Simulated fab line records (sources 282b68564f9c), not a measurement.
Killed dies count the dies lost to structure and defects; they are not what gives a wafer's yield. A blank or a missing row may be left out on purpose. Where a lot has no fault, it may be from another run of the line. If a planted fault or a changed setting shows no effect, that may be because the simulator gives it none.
fab line records	flow rit_cmos
record lots=5	wafers=23
route steps=202 shown NLDD@104 PLDD@116 SPACER@128 SILICIDE@162 M1@188
start_h: hours from the record's opening day to when the first of the lot's shown wafers began	wait_h: time in hours since the lot's previous step	" identical to the entry in the row above	L1.1+2: several wafers, shown together as one row	- no value, or no start given	* or withheld: withheld	< > ~ a bound
route shown NAME@n: NAME is a module with steps in the file, n the number in the route of the first one	usual: average and standard deviation across the fault-free wafers	same: alike in all rows	chamber/n: place in a boat	sites: the reading at each site	_std_site: standard deviation of those values	_edge_site: inner sites' mean taken away from outer sites' mean	radius_mm: for every site, how far away it sits from the centre of the wafer	mask NAME#n: copy n	behind: the tool/chamber that last shaped the wafer	hold: cause of the lot's hold/its duration in hours/its outcome	device: the n, p or np transistor that did not switch	end of line: tests of these same wafers at the route's end	for a step that has no rows: nothing shown but its recipe	killed: dies lost to structure and defects at the first sort, not the wafer's yield	map: the dies of a wafer, with x for killed, . for not killed, _ for no die there
set.NAME: the setting that was run; set.NAME@STEP: the one run at that earlier step	model.NAME: the simulator's own value behind a step, which no gauge read
one table per step and one row per wafer, for lots whose settings were changed on purpose
## steps
# step RIT_NLDD_COAT_01
# recipe resist=NOVOLAK	spin_rpm=3250	resist_thk_nm=1000
lot.wafer	tool	chamber	start_h	wait_h	set.spin_rpm	model.NOVOLAK_of_NLDD_COAT_01.thk_nm
L074.1	litho_track-01	0	40.33	0.1	3250	1000
L074.3	"	0	"	"	3433	973.6
L074.4	"	0	"	"	3250	1002
L074.5	"	0	"	"	3433	972
L074.6	"	0	"	"	3433	973.9
L078.1	litho_track-01	0	64.09	0.1	3487	969.2
L078.2	"	0	"	"	3250	1005
L078.3+6	"	0	"	"	3250	1004
L078.5	"	0	"	"	3487	968.2
L080.1	litho_track-04	0	76.05	0.1	3250	1002
L080.3+6	"	0	"	"	3092	1027
L080.4	"	0	"	"	3250	1004
L080.5	"	0	"	"	3250	1001
L082.1+4+6	litho_track-01	0	87.23	0.1	3155	1017
L082.2	"	0	"	"	3250	1002
L082.5	"	0	"	"	3250	1003
L084.3	litho_track-03	0	96.58	0.1	3250	997.4
L084.5	"	0	"	"	3250	997
L084.6	"	0	"	"	3250	998.4
# step RIT_NLDD_SOFTBAKE_02
# recipe resist=NOVOLAK	temp_c=89.1	time_s=60
# step RIT_NLDD_EXPOSE_03
# recipe mask_id=M7	na=0.57	target_cd_nm=40700	dose_mj=250
# step RIT_NLDD_DEVELOP_05
# recipe resist=NOVOLAK	develop_time_s=50	dev_temp_c=23
# step RIT_NLDD_HARDBAKE_07
# recipe resist=NOVOLAK	temp_c=140	time_s=60
lot.wafer	tool	chamber	start_h	wait_h	set.spin_rpm@NLDD_COAT_01	model.NOVOLAK_of_NLDD_COAT_01.thk_nm
L074.1	litho_track-01	0	41.06	0.0	3250	883.8
L074.3	"	0	"	"	3433	860.7
L074.4	"	0	"	"	3250	885.9
L074.5	"	0	"	"	3433	859.2
L074.6	"	0	"	"	3433	861
L078.1	litho_track-03	0	64.83	0.0	3487	856.9
L078.2	"	0	"	"	3250	888.5
L078.3	"	0	"	"	3250	887.4
L078.5	"	0	"	"	3487	855.9
L078.6	"	0	"	"	3250	886.9
L080.1	litho_track-04	0	76.78	0.0	3250	885.4
L080.3	"	0	"	"	3092	907.2
L080.4	"	0	"	"	3250	887.3
L080.5	"	0	"	"	3250	884.7
L080.6	"	0	"	"	3092	907.7
L082.1+4	litho_track-01	0	88.09	0.0	3155	898.4
L082.2	"	0	"	"	3250	885.9
L082.5	"	0	"	"	3250	886.5
L082.6	"	0	"	"	3155	898.6
L084.3	litho_track-04	0	97.44	0.1	3250	881.5
L084.5	"	0	"	"	3250	881.2
L084.6	"	0	"	"	3250	882.4
# step RIT_PLDD_SOFTBAKE_02
# recipe resist=NOVOLAK	temp_c=90	time_s=60
lot.wafer	tool	chamber	start_h	wait_h	set.temp_c
L074.1+5	litho_track-04	0	41.90	0.1	90
L074.3+4+6	"	0	"	"	86.8
L078.1+3	litho_track-03	0	65.66	0.1	90
L078.2+5+6	"	0	"	"	88.16
L080.1+4+6	litho_track-02	0	77.62	0.1	90
L080.3+5	"	0	"	"	91.27
L082.1+2+5	litho_track-02	0	88.93	0.1	90
L082.4+6	"	0	"	"	86.98
L084.3+5+6	litho_track-02	0	98.28	0.1	90
# step RIT_PLDD_EXPOSE_03
# recipe mask_id=M8	na=0.57	target_cd_nm=40900	dose_mj=250
# step RIT_PLDD_PEB_04
# recipe resist=NOVOLAK	temp_c=withheld	time_s=withheld
# step RIT_PLDD_DEVELOP_05
# recipe resist=NOVOLAK	develop_time_s=50	dev_temp_c=23
lot.wafer	tool	chamber	start_h	wait_h	set.temp_c@PLDD_SOFTBAKE_02	model.NOVOLAK_of_PLDD_COAT_01.thk_nm
L074.1	litho_track-02	0	-	-	90	998.9
L074.3	"	0	"	"	86.8	1013
L074.4	"	0	"	"	86.8	1010
L074.5	"	0	"	"	90	1002
L074.6	"	0	"	"	86.8	1009
L078.1	litho_track-03	0	-	-	90	995.5
L078.2	"	0	"	"	88.16	999.9
L078.3	"	0	"	"	90	993.8
L078.5	"	0	"	"	88.16	998
L078.6	"	0	"	"	88.16	1003
L080.1	litho_track-03	0	-	-	90	1003
L080.3+5	"	0	"	"	91.27	1001
L080.4	"	0	"	"	90	1007
L080.6	"	0	"	"	90	1005
L082.1	litho_track-04	0	-	-	90	1000
L082.2	"	0	"	"	90	1002
L082.4	"	0	"	"	86.98	1012
L082.5	"	0	"	"	90	1003
L082.6	"	0	"	"	86.98	1008
L084.3	litho_track-02	0	-	-	90	1000
L084.5	"	0	"	"	90	998.2
L084.6	"	0	"	"	90	1002
# step RIT_SPACER_CVD_03
# recipe material=Si3N4	target_thk_nm=250	temp_c=810	precursor=SiH2Cl2/NH3	time_s=3300	pressure_mtorr=300	sih2cl2_flow_sccm=60	nh3_flow_sccm=150
lot.wafer	tool	chamber	start_h	wait_h	set.temp_c	model.Si3N4_of_SPACER_CVD_03.thk_nm
L074.1+3	-	-	-	0.1	803.6	223.2
L074.4	"	-	"	"	803.6	224.5
L074.5	"	-	"	"	803.6	222.9
L074.6	"	-	"	"	803.6	224.6
L078.1	-	-	-	0.0	791.6	179.6
L078.2	"	-	"	"	791.6	180.9
L078.3	"	-	"	"	791.6	178.9
L078.5	"	-	"	"	791.6	179.4
L078.6	"	-	"	"	791.6	180.3
L080.1	-	-	-	0.0	824.8	324.3
L080.3	"	-	"	"	824.8	324.1
L080.4	"	-	"	"	824.8	325.7
L080.5	"	-	"	"	824.8	325
L080.6	"	-	"	"	824.8	324.4
L082.1	-	-	-	1.3	830	352.7
L082.2	"	-	"	"	830	354
L082.4	"	-	"	"	830	354.5
L082.5	"	-	"	"	830	352.9
L082.6	"	-	"	"	830	354.2
L084.3	lpcvd-02	0	99.93	0.0	810	249.8
L084.5	"	0	"	"	810	249.9
L084.6	"	0	"	"	810	249.6
# step RIT_SPACER_THK_MEAS_04
# recipe reads=Si3N4_of_SPACER_CVD_03
# usual SPACER_NITRIDE_THK=250.4/1.2
lot.wafer	tool	chamber	start_h	wait_h	set.temp_c@SPACER_CVD_03	SPACER_NITRIDE_THK[nm]
L074.1	film_metro-04	-	-	-	803.6	223.2
L074.3	"	-	"	"	803.6	223.1
L074.4	"	-	"	"	803.6	224.5
L074.5	"	-	"	"	803.6	222.7
L074.6	"	-	"	"	803.6	224.4
L078.1	film_metro-01	-	-	-	791.6	179.6
L078.2	"	-	"	"	791.6	180.8
L078.3	"	-	"	"	791.6	179.0
L078.5	"	-	"	"	791.6	179.3
L078.6	"	-	"	"	791.6	180.3
L080.1	film_metro-04	-	-	-	824.8	324.3
L080.3	"	-	"	"	824.8	324.0
L080.4	"	-	"	"	824.8	325.6
L080.5	"	-	"	"	824.8	325.1
L080.6	"	-	"	"	824.8	324.4
L082.1	film_metro-04	-	-	-	830	352.8
L082.2	"	-	"	"	830	353.9
L082.4	"	-	"	"	830	354.5
L082.5	"	-	"	"	830	352.9
L082.6	"	-	"	"	830	354.2
L084.3	film_metro-01	-	101.86	0.0	810	249.8
L084.5	"	-	"	"	810	249.8
L084.6	"	-	"	"	810	249.4
# step RIT_SPACER_ETCHBACK_05
# recipe target_depth_a=2500	SF6_flow_sccm=30	CHF3_flow_sccm=30	target=Si3N4	chemistry=SF6/CHF3	pressure_mtorr=40	rf_w=250	time_s=240	stop_on=SiO2
# usual oes_product_au=0.848/0.017
lot.wafer	tool	chamber	start_h	wait_h	set.temp_c@SPACER_CVD_03	oes_product_au	model.Si3N4_of_SPACER_CVD_03.thk_nm	model.etch.depth_nm
L074.1	rie_diel-02	1	45.51	0.1	803.6	0.794	174.6	223.2
L074.3	"	2	"	"	803.6	0.788	175.2	223.2
L074.4	"	3	"	"	803.6	0.792	175.6	224.5
L074.5	"	1	"	"	803.6	0.789	174.3	222.9
L074.6	"	0	"	"	803.6	0.778	176.1	224.6
L078.1	rie_diel-01	2	69.16	0.1	791.6	0.656	141.4	179.6
L078.2	"	3	"	"	791.6	0.685	142	180.9
L078.3	"	1	"	"	791.6	0.675	140.6	178.9
L078.5	"	3	"	"	791.6	0.681	141.2	179.4
L078.6	"	0	"	"	791.6	0.665	141.6	180.3
L080.1	rie_diel-02	1	81.24	0.1	824.8	1.019	253.7	314.6
L080.3	"	3	"	"	824.8	1.021	252.9	317.7
L080.4	"	2	"	"	824.8	1.019	255.1	313.5
L080.5	"	0	"	"	824.8	1.006	254.5	313.4
L080.6	"	1	"	"	824.8	1.022	253.4	316.2
L082.1	rie_diel-04	0	93.73	0.1	830	1.006	277.1	310.1
L082.2	"	3	"	"	830	1.044	276.1	318.2
L082.4	"	1	"	"	830	1.005	275.1	323.8
L082.5	"	1	"	"	830	0.998	273.7	324.6
L082.6	"	0	"	"	830	1.005	277.9	311.2
L084.3	rie_diel-04	1	101.90	0.0	810	0.821	194.2	249.8
L084.5	"	1	"	"	810	0.827	194.1	249.9
L084.6	"	0	"	"	810	0.855	196.1	249.6
# step RIT_SILICIDE_SPUTTER_01
# recipe material=Ti	target_thk_nm=30	power_w=350	chamber_pressure_pa=0.667	gas=Ar	time_s=240	substrate_temp_c=25
lot.wafer	tool	chamber	start_h	wait_h	set.power_w	model.Ti_of_SILICIDE_SPUTTER_01.thk_nm
L074.1+5	pvd_sputter-03	-	-	-	350	29.94
L074.3	"	-	"	"	350	29.59
L074.4	"	-	"	"	350	30.2
L074.6	"	-	"	"	350	29.63
L078.1+5	pvd_sputter-01	-	-	-	350	30.55
L078.2	"	-	"	"	350	30.82
L078.3	"	-	"	"	350	30.43
L078.6	"	-	"	"	350	30.36
L080.1	pvd_sputter-01	-	-	-	350	30
L080.3	"	-	"	"	350	30.13
L080.4	"	-	"	"	310.3	26.81
L080.5	"	-	"	"	310.3	26.72
L080.6	"	-	"	"	310.3	26.51
L082.1	pvd_sputter-01	-	-	-	325.3	28
L082.2	"	-	"	"	325.3	28.05
L082.4	"	-	"	"	350	30.46
L082.5	"	-	"	"	350	30.72
L082.6	"	-	"	"	325.3	28.18
L084.3	pvd_sputter-01	-	106.09	0.0	350	30.67
L084.5	"	-	"	"	350	30.29
L084.6	"	-	"	"	350	30.34
# step RIT_SILICIDE_RS_MEAS_02
# recipe thk_meas_gauge=four-point-probe	reads=Ti_of_SILICIDE_SPUTTER_01
# usual SILICIDE_TI_RS=47.5/0.6
lot.wafer	tool	chamber	start_h	wait_h	set.power_w@SILICIDE_SPUTTER_01	SILICIDE_TI_RS[ohm/sq]
L074.1	film_metro-01	-	49.80	0.1	350	48.1
L074.3	"	-	"	"	350	48.8
L074.4	"	-	"	"	350	47.5
L074.5	"	-	"	"	350	48.0
L074.6	"	-	"	"	350	48.6
L078.1	film_metro-02	-	73.40	0.1	350	46.8
L078.2	"	-	"	"	350	46.3
L078.3	"	-	"	"	350	47.1
L078.5	"	-	"	"	350	46.8
L078.6	"	-	"	"	350	47.2
L080.1	film_metro-01	-	85.51	0.1	350	48.1
L080.3	"	-	"	"	350	47.6
L080.4	"	-	"	"	310.3	55.4
L080.5	"	-	"	"	310.3	55.3
L080.6	"	-	"	"	310.3	56.0
L082.1	film_metro-01	-	97.96	0.1	325.3	52.3
L082.2	"	-	"	"	325.3	52.2
L082.4	"	-	"	"	350	47.0
L082.5	"	-	"	"	350	46.5
L082.6	"	-	"	"	325.3	51.8
L084.3	film_metro-01	-	106.28	0.1	350	46.6
L084.5	"	-	"	"	350	47.3
L084.6	"	-	"	"	350	47.4
# step RIT_SILICIDE_THK_MEAS_03
# recipe thk_meas_gauge=xrf	reads=Ti_of_SILICIDE_SPUTTER_01
# usual SILICIDE_TI_THK=30.2/0.35
lot.wafer	tool	chamber	start_h	wait_h	set.power_w@SILICIDE_SPUTTER_01	SILICIDE_TI_THK[nm]
L074.1	film_metro-01	-	49.92	0.1	350	29.7
L074.3	"	-	"	"	350	29.5
L074.4	"	-	"	"	350	30.1
L074.5	"	-	"	"	350	29.9
L074.6	"	-	"	"	350	29.5
L078.1	film_metro-02	-	73.52	0.1	350	30.7
L078.2	"	-	"	"	350	30.9
L078.3	"	-	"	"	350	30.5
L078.5	"	-	"	"	350	30.6
L078.6	"	-	"	"	350	30.7
L080.1	film_metro-01	-	85.63	0.1	350	30.0
L080.3	"	-	"	"	350	30.0
L080.4	"	-	"	"	310.3	26.5
L080.5	"	-	"	"	310.3	26.6
L080.6	"	-	"	"	310.3	26.4
L082.1	film_metro-01	-	98.08	0.1	325.3	27.9
L082.2	"	-	"	"	325.3	28.2
L082.4	"	-	"	"	350	30.7
L082.5	"	-	"	"	350	30.7
L082.6	"	-	"	"	325.3	28.3
L084.3	film_metro-01	-	106.38	0.1	350	30.5
L084.5	"	-	"	"	350	30.3
L084.6	"	-	"	"	350	30.5
# step RIT_M1_COAT_04
# recipe resist=NOVOLAK	spin_rpm=2000	resist_thk_nm=1300
lot.wafer	tool	chamber	start_h	wait_h	set.resist_thk_nm	model.NOVOLAK_of_M1_COAT_04.thk_nm
L074.1	litho_track-02	0	53.13	0.1	1300	1301
L074.3	"	0	"	"	1300	1300
L074.4	"	0	"	"	1363	1366
L074.5	"	0	"	"	1300	1299
L074.6	"	0	"	"	1363	1367
L078.1+2	litho_track-02	0	76.81	0.1	1300	1302
L078.3	"	0	"	"	1300	1300
L078.5	"	0	"	"	1236	1244
L078.6	"	0	"	"	1236	1236
L080.1+5+6	litho_track-03	0	88.76	0.1	1238	1236
L080.3	"	0	"	"	1300	1296
L080.4	"	0	"	"	1300	1299
L082.1	litho_track-04	0	101.17	0.1	1374	1374
L082.2	"	0	"	"	1300	1294
L082.4	"	0	"	"	1374	1371
L082.5	"	0	"	"	1374	1370
L082.6	"	0	"	"	1300	1297
L084.3	litho_track-03	0	109.66	0.1	1300	1294
L084.5	"	0	"	"	1300	1295
L084.6	"	0	"	"	1300	1297
# step RIT_M1_DEVELOP_08
# recipe resist=NOVOLAK	develop_time_s=68	dev_temp_c=23
lot.wafer	tool	chamber	start_h	wait_h	set.develop_time_s
L074.1+3	litho_track-02	0	-	-	68
L074.4+5+6	"	0	"	"	72.6
L078.1+2+3+5+6	litho_track-03	0	-	-	68
L080.1+4+6	litho_track-03	0	-	-	68
L080.3+5	"	0	"	"	61.37
L082.1+4	litho_track-03	0	-	-	68
L082.2+5+6	"	0	"	"	63.57
L084.3+5+6	litho_track-04	0	-	-	68
# step RIT_M1_HARDBAKE_11
# recipe resist=NOVOLAK	temp_c=140	time_s=120
lot.wafer	tool	chamber	start_h	wait_h	set.resist_thk_nm@M1_COAT_04	model.NOVOLAK_of_M1_COAT_04.thk_nm
L074.1	litho_track-04	0	54.02	0.0	1300	1138
L074.3	"	0	"	"	1300	1137
L074.4	"	0	"	"	1363	1194
L074.5	"	0	"	"	1300	1136
L074.6	"	0	"	"	1363	1195
L078.1+2	litho_track-04	0	77.70	0.0	1300	1139
L078.3	"	0	"	"	1300	1137
L078.5	"	0	"	"	1236	1089
L078.6	"	0	"	"	1236	1082
L080.1+5+6	litho_track-03	0	89.64	0.0	1238	1082
L080.3	"	0	"	"	1300	1134
L080.4	"	0	"	"	1300	1136
L082.1	litho_track-03	0	102.06	0.0	1374	1201
L082.2	"	0	"	"	1300	1131
L082.4	"	0	"	"	1374	1198
L082.5	"	0	"	"	1374	1197
L082.6	"	0	"	"	1300	1134
L084.3	litho_track-02	0	110.58	0.1	1300	1132
L084.5	"	0	"	"	1300	1133
L084.6	"	0	"	"	1300	1135
## key
split step=RIT_NLDD_COAT_01	setting=spin_rpm	stated=3250	by=wafer
response step=RIT_NLDD_COAT_01	reading=model.NOVOLAK_of_NLDD_COAT_01.thk_nm	change=-4.95	per=1%	r=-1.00
response step=RIT_NLDD_HARDBAKE_07	reading=model.NOVOLAK_of_NLDD_COAT_01.thk_nm	change=-4.33	per=1%	r=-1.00
split step=RIT_PLDD_SOFTBAKE_02	setting=temp_c	stated=90	by=wafer
response step=RIT_PLDD_DEVELOP_05	reading=model.NOVOLAK_of_PLDD_COAT_01.thk_nm	change=-2.68	per=1%	r=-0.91
split step=RIT_SPACER_CVD_03	setting=temp_c	stated=810	by=lot
response step=RIT_SPACER_CVD_03	reading=model.Si3N4_of_SPACER_CVD_03.thk_nm	change=+37	per=1%	r=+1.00
response step=RIT_SPACER_THK_MEAS_04	reading=SPACER_NITRIDE_THK	change=+37	per=1%	r=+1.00
response step=RIT_SPACER_ETCHBACK_05	reading=oes_product_au	change=+0.0762	per=1%	r=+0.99
response step=RIT_SPACER_ETCHBACK_05	reading=model.Si3N4_of_SPACER_CVD_03.thk_nm	change=+28.7	per=1%	r=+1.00
response step=RIT_SPACER_ETCHBACK_05	reading=model.etch.depth_nm	change=+30.7	per=1%	r=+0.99
split step=RIT_SILICIDE_SPUTTER_01	setting=power_w	stated=350	by=wafer
response step=RIT_SILICIDE_SPUTTER_01	reading=model.Ti_of_SILICIDE_SPUTTER_01.thk_nm	change=+0.314	per=1%	r=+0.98
response step=RIT_SILICIDE_RS_MEAS_02	reading=SILICIDE_TI_RS	change=-0.7	per=1%	r=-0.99
response step=RIT_SILICIDE_THK_MEAS_03	reading=SILICIDE_TI_THK	change=+0.32	per=1%	r=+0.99
split step=RIT_M1_COAT_04	setting=resist_thk_nm	stated=1300	by=wafer
response step=RIT_M1_COAT_04	reading=model.NOVOLAK_of_M1_COAT_04.thk_nm	change=+13.2	per=1%	r=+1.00
response step=RIT_M1_HARDBAKE_11	reading=model.NOVOLAK_of_M1_COAT_04.thk_nm	change=+11.3	per=1%	r=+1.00
split step=RIT_M1_DEVELOP_08	setting=develop_time_s	stated=68	by=wafer
response none clear
